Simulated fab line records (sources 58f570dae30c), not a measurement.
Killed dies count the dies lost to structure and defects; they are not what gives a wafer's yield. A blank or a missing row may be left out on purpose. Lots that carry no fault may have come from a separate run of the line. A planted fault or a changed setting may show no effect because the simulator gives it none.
fab line records | flow berkeley_cmos170 | part 1 of 2: steps 1 to 27 of 36
record: lots: 5 wafers: 15 last_day: 12
route steps=331 shown NVT@105 PVT@115 GATE@125 FIELD@126
lots untouched by any fault: they come from a run of this same line in which no faults occurred
start_h: hours from the record's opening day to when the first of the lot's shown wafers began | wait_h: how many hours have passed since the lot's step before this one | " the same as in the row above | L1.1+2: a single row standing in for several wafers | - either no value or no given start | * or withheld: withheld | < > ~ a bound
route shown NAME@n: names a module that has steps shown in the file, with the first one's number in the route | usual: the fault-free wafers' mean and standard deviation | same: alike in all rows | chamber/n: place in a boat | sites: readings site by site | _std_site: the values' standard deviation | _edge_site: mean of outer sites minus mean of inner sites | radius_mm: for every site, how far away it sits from the centre of the wafer | mask NAME#n: copy n | behind: tool/chamber where the wafer was last shaped | hold: reason for holding the lot/hours on hold/outcome of the hold | device: names the non-switching transistor (n, p or np) | end of line: the same wafers' tests at the end of the route | for a step that has no rows: nothing shown but its recipe | killed: dies that structure and defects cost at the first sort, which is not the same as the wafer's yield | map: per-die view of a wafer (x killed, . not killed, _ where there is no die)
set.NAME: the run value of the setting; set.NAME@STEP: its run value at that earlier step | model.NAME: the simulator's own value behind a step, which no gauge read
lots seen at some steps along the route; tables by step, rows by wafer
services: from which hour (start_h, from the record's first day; less than 0 if before it) a tool's chamber was out of use, for how many hours, and why
== steps ==
step: UCB170_NVT_COAT_01
recipe: resist: KrF spin_rpm: 1500 resist_thk_nm: 900
usual: resist_line_temp_C: 23.01/0.11
columns lot.wafer tool chamber start_h wait_h resist_line_temp_C
L076.1 litho_track-01 0 149.48 0.1 22.94
L076.2 " 0 " " 23.11
L076.6 " 0 " " 22.82
L082.1 litho_track-04 0 167.29 0.1 23.02
L082.2 " 0 " " 22.83
L082.4 " 0 " " 23.01
L080.2 litho_track-02 0 167.72 0.1 22.90
L080.3 " 0 " " 22.93
L080.6 " 0 " " 23.00
L089.1 litho_track-04 0 200.18 0.1 23.12
L089.2 " 0 " " 23.06
L089.5 " 0 " " 23.06
L093.2 litho_track-01 0 225.85 0.1 23.13
L093.3 " 0 " " 23.02
L093.6 " 0 " " 22.93
step: UCB170_NVT_SOFTBAKE_02
recipe: resist: KrF temp_c: 130 time_s: 60
usual: resist_line_temp_C: 23.02/0.097
columns lot.wafer tool chamber start_h wait_h resist_line_temp_C
L076.1 litho_track-01 0 149.63 0.1 23.16
L076.2 " 0 " " 23.10
L076.6 " 0 " " 22.93
L082.1 litho_track-04 0 167.44 0.1 23.02
L082.2 " 0 " " 23.06
L082.4 " 0 " " 23.11
L080.2 litho_track-02 0 167.87 0.1 23.01
L080.3 " 0 " " 23.12
L080.6 " 0 " " 23.07
L089.1 litho_track-04 0 200.33 0.1 23.02
L089.2 " 0 " " 23.07
L089.5 " 0 " " 23.07
L093.2 litho_track-01 0 226.00 0.1 22.85
L093.3 " 0 " " 22.80
L093.6 " 0 " " 22.79
step: UCB170_NVT_EXPOSE_03
recipe: mask_id: PWELL target_cd_nm: 3000 na: 0.5 sigma_outer: 0.6 source_shape: conventional dose_mj: 30
usual: stage_vel_mm_s: 500.05/0.27
same: sigma_outer: 0.6
columns lot.wafer tool chamber start_h wait_h mask stage_vel_mm_s
L076.1 krf_scanner-02 0 149.78 0.1 PWELL#0 499.90
L076.2 " 0 " " PWELL#0 499.78
L076.6 " 0 " " PWELL#0 500.09
L082.1 krf_scanner-02 0 167.66 0.2 PWELL#0 500.17
L082.2 " 0 " " PWELL#0 500.48
L082.4 " 0 " " PWELL#0 499.99
L080.2 krf_scanner-02 0 168.26 0.4 PWELL#0 499.90
L080.3 " 0 " " PWELL#0 500.12
L080.6 " 0 " " PWELL#0 500.29
L089.1 krf_scanner-01 0 200.61 0.2 PWELL#0 499.95
L089.2 " 0 " " PWELL#0 500.19
L089.5 " 0 " " PWELL#0 500.17
L093.2 krf_scanner-01 0 226.36 0.3 PWELL#0 499.98
L093.3 " 0 " " PWELL#0 500.18
L093.6 " 0 " " PWELL#0 500.08
step: UCB170_NVT_PEB_04
recipe: peb_temp_c: 130 peb_time_s: withheld resist: KrF
usual: resist_line_temp_C: 23.03/0.1
columns lot.wafer tool chamber start_h wait_h resist_line_temp_C
L076.1 litho_track-02 0 150.52 0.7 23.08
L076.2 " 0 " " 23.00
L076.6 " 0 " " 22.97
L082.1 litho_track-04 0 168.31 0.6 23.02
L082.2 " 0 " " 22.96
L082.4 " 0 " " 22.88
L080.2 litho_track-02 0 168.74 0.5 23.08
L080.3 " 0 " " 23.04
L080.6 " 0 " " 23.04
L089.1 litho_track-02 0 200.76 0.1 22.94
L089.2 " 0 " " 22.98
L089.5 " 0 " " 23.08
L093.2 litho_track-02 0 226.73 0.3 23.08
L093.3 " 0 " " 23.21
L093.6 " 0 " " 23.12
step: UCB170_NVT_DEVELOP_05
recipe: developer: TMAH develop_time_s: 45 resist: KrF dev_temp_c: 21
usual: resist_line_temp_C: 23.01/0.11
columns lot.wafer tool chamber start_h wait_h resist_line_temp_C
L076.1 litho_track-02 0 - - 23.05
L076.2 " 0 " " 22.97
L076.6 " 0 " " 23.04
L082.1 litho_track-04 0 - - 23.06
L082.2 " 0 " " 22.97
L082.4 " 0 " " 23.07
L080.2 litho_track-02 0 - - 22.81
L080.3 " 0 " " 22.76
L080.6 " 0 " " 22.96
L089.1 litho_track-02 0 - - 23.13
L089.2 " 0 " " 22.94
L089.5 " 0 " " 22.95
L093.2 litho_track-02 0 - - 23.03
L093.3 " 0 " " 22.83
L093.6 " 0 " " 23.01
step: UCB170_NVT_OVL_MEAS_06
usual: NVT_OVL: -1/6.3
columns lot.wafer tool chamber start_h wait_h NVT_OVL[nm]
L076.1 overlay-02 - 150.80 - -1
L076.2 " - " " 8
L076.6 " - " " 12
L082.1 overlay-02 - 168.59 - 4
L082.2 " - " " -2
L082.4 " - " " -1
L080.2 overlay-02 - 169.00 - 5
L080.3 " - " " -2
L080.6 " - " " 3
L089.1 overlay-01 - 201.03 - -7
L089.2 " - " " -4
L089.5 " - " " -3
L093.2 overlay-01 - 226.98 - -6
L093.3 " - " " 0
L093.6 " - " " -5
step: UCB170_NVT_IMPLANT_07
recipe: species: BF2 dose_cm2: 3e+12 energy_kev: 50 tilt_deg: 7
usual: tilt_deg: 7.003/0.02
columns lot.wafer tool chamber start_h wait_h tilt_deg
L076.1 implanter-03 0 150.83 0.0 6.996
L076.2 " 0 " " 7.018
L076.6 " 0 " " 7.036
L082.1 implanter-02 0 168.63 0.0 7.019
L082.2 " 0 " " 7.015
L082.4 " 0 " " 7.026
L080.2 implanter-01 0 169.06 0.0 7.021
L080.3 " 0 " " 7.018
L080.6 " 0 " " 7.025
L089.1 implanter-03 0 201.10 0.1 7.002
L089.2 " 0 " " 6.997
L089.5 " 0 " " 7.011
L093.2 implanter-02 0 227.04 0.0 7.014
L093.3 " 0 " " 7.012
L093.6 " 0 " " 6.995
step: UCB170_NVT_STRIP_08
recipe: chemistry: O2 power_w: 400 pressure_mtorr: 3500 platen_temp_c: withheld o2_flow_sccm: 400 overash_fraction: 0.5
usual: drypump_motor_current_A: 6.2/0.39 oes_product_au: 0.734/0.0046 strip_time_to_endpoint_s: 21.64/0.056
columns lot.wafer tool chamber start_h wait_h drypump_motor_current_A oes_product_au rf_hours_counter_h strip_time_to_endpoint_s
L076.1 plasma_asher-04 0 150.98 0.1 6.6 0.741 37 21.70
L076.2 " 1 " " 6.1 0.729 37 21.70
L076.6 " 1 " " 6.1 0.735 - 21.70
L082.1 plasma_asher-01 0 168.78 0.1 6.4 0.731 6 21.64
L082.2 " 1 " " 5.4 0.735 6 21.65
L082.4 " 0 " " 6.3 0.737 - 21.61
L080.2 plasma_asher-04 0 169.18 0.1 6.6 0.729 40 21.56
L080.3 " 0 " " 6.6 0.741 - 21.60
L080.6 " 0 " " 6.6 0.732 - 21.59
L089.1 plasma_asher-04 0 201.25 0.1 6.6 0.730 43 21.69
L089.2 " 1 " " 6.1 0.727 43 21.61
L089.5 " 0 " " 6.6 0.740 - 21.64
L093.2 plasma_asher-01 1 227.16 0.1 5.3 0.735 13 21.63
L093.3 " 0 " " 6.4 0.738 - 21.57
L093.6 " 1 " " 5.4 0.730 - 21.56
step: UCB170_NVT_TW_MEAS_09
usual: NVT_TW: 525.2/2.2
columns lot.wafer tool chamber start_h wait_h NVT_TW
L076.1 film_metro-04 - 151.08 0.1 527.0
L076.2 " - " " 526.1
L076.6 " - " " 527.5
L082.1 film_metro-04 - 168.88 0.1 524.7
L082.2 " - " " 525.6
L082.4 " - " " 521.2
L080.2 film_metro-04 - 169.29 0.1 523.3
L080.3 " - " " 524.9
L080.6 " - " " 520.3
L089.1 film_metro-01 - 201.35 0.1 528.4
L089.2 " - " " 528.6
L089.5 " - " " 528.7
L093.2 film_metro-01 - 227.27 0.1 523.0
L093.3 " - " " 527.8
L093.6 " - " " 525.1
step: UCB170_NVT_CLEAN_10
recipe: chemistry: SPM temp_c: 120 time_s: 600
columns lot.wafer tool chamber start_h wait_h
L076.1+2+6 wet_bench-01 1 151.14 0.1
L080.2+3+6 wet_bench-02 2 169.95 0.7
L082.1+2+4 wet_bench-02 3 169.95 1.1
L089.1+2+5 wet_bench-02 2 201.50 0.1
L093.2+3+6 wet_bench-01 3 227.32 0.0
step: UCB170_PVT_HMDS_00
recipe: prime_time_s: 60 prime_temp_c: 100
usual: resist_line_temp_C: 22.98/0.1
columns lot.wafer tool chamber start_h wait_h resist_line_temp_C
L076.1 litho_track-02 0 152.15 0.8 23.05
L076.2 " 0 " " 22.89
L076.6 " 0 " " 23.01
L082.1 litho_track-02 0 170.13 0.0 23.10
L082.2 " 0 " " 23.00
L082.4 " 0 " " 23.08
L080.2 litho_track-03 0 170.48 0.4 22.91
L080.3 " 0 " " 22.95
L080.6 " 0 " " 22.82
L089.1 litho_track-03 0 201.77 0.1 22.84
L089.2 " 0 " " 22.88
L089.5 " 0 " " 22.87
L093.2 litho_track-02 0 227.73 0.2 22.96
L093.3 " 0 " " 22.98
L093.6 " 0 " " 22.95
step: UCB170_PVT_COAT_01
recipe: resist: KrF spin_rpm: 1500 resist_thk_nm: 900
usual: resist_line_temp_C: 22.99/0.1
columns lot.wafer tool chamber start_h wait_h resist_line_temp_C
L076.1 litho_track-02 0 152.30 0.1 23.09
L076.2 " 0 " " 22.92
L076.6 " 0 " " 22.86
L082.1 litho_track-02 0 170.28 0.1 22.96
L082.2 " 0 " " 23.04
L082.4 " 0 " " 23.04
L080.2 litho_track-03 0 170.63 0.1 22.94
L080.3 " 0 " " 22.79
L080.6 " 0 " " 22.98
L089.1 litho_track-03 0 201.92 0.1 22.87
L089.2 " 0 " " 22.91
L089.5 " 0 " " 22.94
L093.2 litho_track-02 0 227.88 0.1 23.05
L093.3 " 0 " " 22.99
L093.6 " 0 " " 22.89
step: UCB170_PVT_SOFTBAKE_02
recipe: resist: KrF temp_c: 130 time_s: 60
usual: resist_line_temp_C: 23.01/0.12
columns lot.wafer tool chamber start_h wait_h resist_line_temp_C
L076.1 litho_track-02 0 152.45 0.1 23.00
L076.2 " 0 " " 22.87
L076.6 " 0 " " 23.03
L082.1 litho_track-02 0 170.43 0.1 23.13
L082.2 " 0 " " 22.96
L082.4 " 0 " " 23.07
L080.2 litho_track-03 0 170.78 0.1 23.01
L080.3 " 0 " " 22.96
L080.6 " 0 " " 22.97
L089.1 litho_track-03 0 202.07 0.1 23.11
L089.2 " 0 " " 23.14
L089.5 " 0 " " 23.08
L093.2 litho_track-02 0 228.03 0.1 22.83
L093.3 " 0 " " 22.82
L093.6 " 0 " " 22.84
step: UCB170_PVT_EXPOSE_03
recipe: mask_id: NWELL target_cd_nm: 3000 na: 0.5 sigma_outer: 0.6 source_shape: conventional dose_mj: 30
usual: stage_vel_mm_s: 500.05/0.26
same: sigma_outer: 0.6
columns lot.wafer tool chamber start_h wait_h mask stage_vel_mm_s
L076.1 krf_scanner-01 0 152.60 0.1 NWELL#0 500.09
L076.2 " 0 " " NWELL#0 500.08
L076.6 " 0 " " NWELL#0 500.47
L082.1 krf_scanner-02 0 170.70 0.2 NWELL#0 500.56
L082.2 " 0 " " NWELL#0 500.10
L082.4 " 0 " " NWELL#0 499.74
L080.2 krf_scanner-02 0 170.95 0.1 NWELL#0 499.81
L080.3 " 0 " " NWELL#0 500.05
L080.6 " 0 " " NWELL#0 500.14
L089.1 krf_scanner-02 0 202.24 0.1 NWELL#0 500.80
L089.2 " 0 " " NWELL#0 500.18
L089.5 " 0 " " NWELL#0 500.35
L093.2 krf_scanner-02 0 228.30 0.2 NWELL#0 500.38
L093.3 " 0 " " NWELL#0 500.24
L093.6 " 0 " " NWELL#0 500.21
step: UCB170_PVT_PEB_04
recipe: peb_temp_c: 130 peb_time_s: withheld resist: KrF
usual: resist_line_temp_C: 22.98/0.11
columns lot.wafer tool chamber start_h wait_h resist_line_temp_C
L076.1 litho_track-02 0 153.15 0.5 23.02
L076.2 " 0 " " 23.17
L076.6 " 0 " " 23.24
L082.1 litho_track-02 0 171.48 0.8 22.97
L082.2 " 0 " " 23.06
L082.4 " 0 " " 23.05
L080.2 litho_track-04 0 171.78 0.8 23.02
L080.3 " 0 " " 22.85
L080.6 " 0 " " 22.78
L089.1 litho_track-02 0 203.02 0.8 22.98
L089.2 " 0 " " 23.06
L089.5 " 0 " " 22.97
L093.2 litho_track-03 0 228.84 0.5 23.02
L093.3 " 0 " " 22.96
L093.6 " 0 " " 22.90
step: UCB170_PVT_DEVELOP_05
recipe: developer: TMAH develop_time_s: 45 resist: KrF dev_temp_c: 21
usual: resist_line_temp_C: 23.01/0.1
columns lot.wafer tool chamber start_h wait_h resist_line_temp_C
L076.1 litho_track-02 0 - - 22.84
L076.2 " 0 " " 22.89
L076.6 " 0 " " 23.07
L082.1 litho_track-02 0 - - 23.08
L082.2 " 0 " " 23.23
L082.4 " 0 " " 23.00
L080.2 litho_track-04 0 - - 22.83
L080.3 " 0 " " 22.82
L080.6 " 0 " " 23.01
L089.1 litho_track-02 0 - - 22.93
L089.2 " 0 " " 23.01
L089.5 " 0 " " 23.04
L093.2 litho_track-03 0 - - 22.97
L093.3 " 0 " " 23.03
L093.6 " 0 " " 23.06
step: UCB170_PVT_OVL_MEAS_06
usual: PVT_OVL: -1/5.9
columns lot.wafer tool chamber start_h wait_h PVT_OVL[nm]
L076.1 overlay-01 - 153.42 - -12
L076.2 " - " " -11
L076.6 " - " " -9
L082.1 overlay-02 - 171.75 - -4
L082.2 " - " " -12
L082.4 " - " " -1
L080.2 overlay-02 - 172.03 - -2
L080.3 " - " " -2
L080.6 " - " " -3
L089.1 overlay-02 - 203.30 - -4
L089.2 " - " " -4
L089.5 " - " " -9
L093.2 overlay-01 - 229.10 - -7
L093.3 " - " " -6
L093.6 " - " " -7
step: UCB170_PVT_IMPLANT_07
recipe: species: P dose_cm2: 2e+12 energy_kev: 30 tilt_deg: 7
usual: tilt_deg: 6.996/0.021
columns lot.wafer tool chamber start_h wait_h tilt_deg
L076.1 implanter-03 0 153.46 0.0 7.007
L076.2 " 0 " " 7.022
L076.6 " 0 " " 7.005
L082.1 implanter-03 0 171.79 0.0 7.020
L082.2 " 0 " " 7.036
L082.4 " 0 " " 7.013
L080.2 implanter-04 0 172.09 0.0 7.008
L080.3 " 0 " " 7.018
L080.6 " 0 " " 7.012
L089.1 implanter-02 0 203.33 0.0 7.014
L089.2 " 0 " " 7.025
L089.5 " 0 " " 7.001
L093.2 implanter-02 0 229.15 0.0 7.003
L093.3 " 0 " " 6.995
L093.6 " 0 " " 6.982
step: UCB170_PVT_STRIP_08
recipe: chemistry: O2 power_w: 400 pressure_mtorr: 3500 platen_temp_c: withheld o2_flow_sccm: 400 overash_fraction: 0.5
usual: drypump_motor_current_A: 5.9/0.43 oes_product_au: 0.735/0.0043 strip_time_to_endpoint_s: 21.62/0.07
columns lot.wafer tool chamber start_h wait_h drypump_motor_current_A oes_product_au rf_hours_counter_h strip_time_to_endpoint_s
L076.1 plasma_asher-03 1 153.61 0.1 5.3 0.735 39 21.64
L076.2 " 0 " " 5.6 0.735 39 21.67
L076.6 " 1 " " 5.3 0.733 - 21.61
L082.1 plasma_asher-02 0 171.94 0.1 6.4 0.738 45 21.57
L082.2 " 1 " " 5.9 0.730 45 21.52
L082.4 " 1 " " 5.9 0.732 - 21.49
L080.2 plasma_asher-03 0 172.21 0.1 5.6 0.728 41 21.63
L080.3 " 0 " " 5.6 0.734 - 21.70
L080.6 " 0 " " 5.6 0.740 - 21.66
L089.1 plasma_asher-03 1 203.48 0.1 5.3 0.739 44 21.48
L089.2 " 0 " " 5.7 0.731 44 21.50
L089.5 " 0 " " 5.6 0.737 - 21.44
L093.2 plasma_asher-02 0 229.28 0.1 6.4 0.737 52 21.64
L093.3 " 0 " " 6.4 0.731 - 21.61
L093.6 " 0 " " 6.4 0.735 - 21.70
step: UCB170_PVT_TW_MEAS_09
usual: PVT_TW: 507/3.8
columns lot.wafer tool chamber start_h wait_h PVT_TW
L076.1 film_metro-01 - 153.71 0.1 510
L076.2 " - " " 507
L076.6 " - " " 509
L082.1 film_metro-01 - 172.04 0.1 510
L082.2 " - " " 511
L082.4 " - " " 508
L080.2 film_metro-01 - 172.32 0.1 509
L080.3 " - " " 512
L080.6 " - " " 511
L089.1 film_metro-04 - 203.58 0.1 507
L089.2 " - " " 508
L089.5 " - " " 506
L093.2 film_metro-01 - 229.39 0.1 509
L093.3 " - " " 511
L093.6 " - " " 511
step: UCB170_GATE_WET_ETCH_00
recipe: chemistry: dHF dilution: 25:1 target: SiO2 temp_c: 25 time_s: 200
columns lot.wafer tool chamber start_h wait_h
L076.1+2+6 wet_bench-01 0 153.77 0.1
L082.1+2+4 wet_bench-04 3 172.10 0.1
L080.2+3+6 wet_bench-01 0 172.37 0.0
L089.1+2+5 wet_bench-03 1 203.64 0.1
L093.2+3+6 wet_bench-04 1 229.44 0.0
step: UCB170_FIELD_THK_MEAS_91
recipe: reads: SiO2_of_FIELD_OXIDATION_01
usual: FIELD_OXIDE_LEFT_2_THK: 359/9.4
columns lot.wafer tool chamber start_h wait_h FIELD_OXIDE_LEFT_2_THK[nm]
L076.1 film_metro-02 - 153.83 0.0 358
L076.2 " - " " 355
L076.6 " - " " 365
L082.1 film_metro-04 - 172.17 0.0 372
L082.2 " - " " 372
L082.4 " - " " 368
L080.2 film_metro-04 - 172.47 0.0 360
L080.3 " - " " 363
L080.6 " - " " 364
L089.1 film_metro-02 - 203.71 0.0 362
L089.2 " - " " 362
L089.5 " - " " 368
L093.2 film_metro-01 - 229.51 0.0 356
L093.3 " - " " 353
L093.6 " - " " 352
step: UCB170_GATE_OXIDATION_01
recipe: temp_c: 850 ambient: O2 target_thk_a: 66 ox_time_s: 1800
usual: tube_center_temp_C: 850/0.082
columns lot.wafer tool chamber start_h wait_h tube_center_temp_C
L076.1 furnace-02 0 157.99 4.1 850.05
L076.2 " 0 " " 850.05
L076.6 " 0 " " 849.98
L080.2 furnace-02 0 176.64 4.2 849.99
L080.3 " 0 " " 849.94
L080.6 " 0 " " 850.08
L082.1 furnace-02 0 176.64 4.5 850.01
L082.2 " 0 " " 849.89
L082.4 " 0 " " 849.96
L089.1 furnace-01 0 208.04 4.3 849.94
L089.2 " 0 " " 849.95
L089.5 " 0 " " 850.01
L093.2 furnace-04 0 233.24 3.7 849.98
L093.3 " 0 " " 849.94
L093.6 " 0 " " 850.02
step: UCB170_GATE_THK_MEAS_02
recipe: reads: SiO2_of_GATE_OXIDATION_01
usual: GATE_OXIDE_THK: 6.57/0.085
columns lot.wafer tool chamber start_h wait_h GATE_OXIDE_THK[nm]
L076.1 film_metro-03 - 159.49 0.0 6.46
L076.2 " - " " 6.46
L076.6 " - " " 6.57
L080.2 film_metro-04 - 178.15 0.0 6.49
L080.3 " - " " 6.64
L080.6 " - " " 6.62
L082.1 film_metro-03 - 178.17 0.0 6.56
L082.2 " - " " 6.51
L082.4 " - " " 6.57
L089.1 film_metro-04 - 209.60 0.1 6.57
L089.2 " - " " 6.60
L089.5 " - " " 6.53
L093.2 film_metro-04 - 234.75 0.0 6.63
L093.3 " - " " 6.56
L093.6 " - " " 6.57
step: UCB170_GATE_ANNEAL_03
recipe: temp_c: 900 time_s: 1800 ambient: N2
usual: tube_center_temp_C: 899.99/0.075
columns lot.wafer tool chamber start_h wait_h tube_center_temp_C
L076.1 furnace-01 0 164.53 5.0 900.11
L076.2 " 0 " " 900.06
L076.6 " 0 " " 899.91
L080.2 furnace-02 0 182.66 4.5 899.9
L080.3 " 0 " " 899.98
L080.6 " 0 " " 899.92
L082.1 furnace-02 0 182.66 4.5 899.99
L082.2 " 0 " " 900.02
L082.4 " 0 " " 900.11
L089.1 furnace-01 0 214.73 5.1 900.01
L089.2 " 0 " " 900
L089.5 " 0 " " 899.97
L093.2 furnace-02 0 236.03 1.3 900.09
L093.3 " 0 " " 900.08
L093.6 " 0 " " 899.98
step: UCB170_GATE_CVD_04
recipe: material: poly-Si temp_c: 610 precursor: SiH4 time_s: 1440 pressure_mtorr: 375 target_thk_nm: 214 sih4_flow_sccm: 120
columns lot.wafer tool chamber start_h wait_h
L076.1+2+6 lpcvd-01 1 166.03 0.0
L080.2+3+6 lpcvd-01 0 184.16 0.0
L082.1+2+4 lpcvd-01 1 184.16 0.0
L089.1+2+5 lpcvd-02 1 216.23 0.0
L093.2+3+6 lpcvd-02 1 237.53 0.0
step: UCB170_GATE_THK_MEAS_05
recipe: reads: poly-Si_of_GATE_CVD_04
usual: GATE_POLY_THK: 214.7/1.9
columns lot.wafer tool chamber start_h wait_h GATE_POLY_THK[nm]
L076.1 film_metro-02 - 168.13 0.0 212.7
L076.2 " - " " 213.7
L076.6 " - " " 213.9
L080.2 film_metro-02 - 185.57 0.0 214.1
L080.3 " - " " 212.6
L080.6 " - " " 214.0
L082.1 film_metro-02 - 185.62 0.1 213.2
L082.2 " - " " 213.3
L082.4 " - " " 211.9
L089.1 film_metro-04 - 217.63 0.0 214.3
L089.2 " - " " 214.6
L089.5 " - " " 213.0
L093.2 film_metro-03 - 239.01 0.1 215.2
L093.3 " - " " 214.6
L093.6 " - " " 214.8
